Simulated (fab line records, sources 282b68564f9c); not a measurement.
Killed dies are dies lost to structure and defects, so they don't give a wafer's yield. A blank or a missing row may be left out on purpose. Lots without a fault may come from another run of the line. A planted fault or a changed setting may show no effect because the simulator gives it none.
A struck lot beside a sound one | flow rit_cmos | 14 steps out of a route of 202
Sound: wafers L762.1, L762.3, L762.4. Struck: wafers L783.1, L783.4, L783.6. The cause comes at the end.
At each step with rows: each side's tool, then ch and its chambers, then its first start. Under that, the readings that differ: sound wafers | struck wafers | difference of the means | sigmas: that difference in standard deviations of wafers without a fault.
alike: readings whose means differ by less than 2 such deviations, and words and numbers that are the same on both sides. not compared: withheld readings, readings that some wafer has no value for, bounds like >300 that may hide the same value, and numbers for which the record gives no deviation and whose values overlap.
The two part at a step that has a row with sigmas, a row that says differs or no value, or rows on one side only. Numbers that don't overlap but have no deviation are shown without sigmas and don't part them. A reading that every wafer of one side lacks parts them only if that side has two wafers or more.

first, 2 steps without rows for these wafers: RIT_ACTIVE_CLEAN_17 (cleans in SC2, time 600 s); RIT_FOX1_OXIDATION_00 (target thk 350.7 nm, ox time 1130 s).
RIT_FOX1_THK_MEAS_01:
  sound on film_metro-03, day 1 22:34; struck on film_metro-01, day 6 08:02
  alike: FOX1_OXIDE_THK
then, 2 steps without rows for these wafers: RIT_FOX1_WET_ETCH_02 (etches SiO2 in BOE, target depth 350 nm, time 390 s); RIT_FOX2_OXIDATION_00 (target thk 350.7 nm, ox time 1130 s).
RIT_FOX2_THK_MEAS_01:
  sound on film_metro-01, day 2 00:42; struck on film_metro-03, day 6 09:32
  alike: FOX2_OXIDE_THK
then, 2 steps without rows for these wafers: RIT_FOX2_CLEAN_02 (cleans in dHF, time 180 s); RIT_FOX2_WET_ETCH_03 (etches Si3N4 in H3PO4, target depth 195 nm, time 2700 s).
RIT_FOX2_THK_MEAS_90:
  sound on film_metro-01, day 2 01:38; struck on film_metro-03, day 6 10:25
  alike: FIELD_OXIDE_LEFT_1_THK
then, 3 steps without rows for these wafers: RIT_NWELL_HMDS_00 (prime time 60 s); RIT_NWELL_COAT_01 (resist thk 1300 nm); RIT_NWELL_SOFTBAKE_02 (time 60 s).
RIT_NWELL_EXPOSE_03: exposes mask M2, target cd 43900 nm.
  sound on iline_stepper-02 ch 0, day 2 02:17; struck on iline_stepper-01, day 6 11:02
  no value came back on the struck wafers for exposure_dose_mJ_cm2, focus_offset_nm (nm), na; on the sound wafers exposure_dose_mJ_cm2 reads 249.81 250.24 250.01
  alike: mask
then, 1 step without rows for these wafers: RIT_NWELL_PEB_04.

WHERE THEY PART
Only at RIT_NWELL_EXPOSE_03, within this record.

WHY: what the simulator had put in
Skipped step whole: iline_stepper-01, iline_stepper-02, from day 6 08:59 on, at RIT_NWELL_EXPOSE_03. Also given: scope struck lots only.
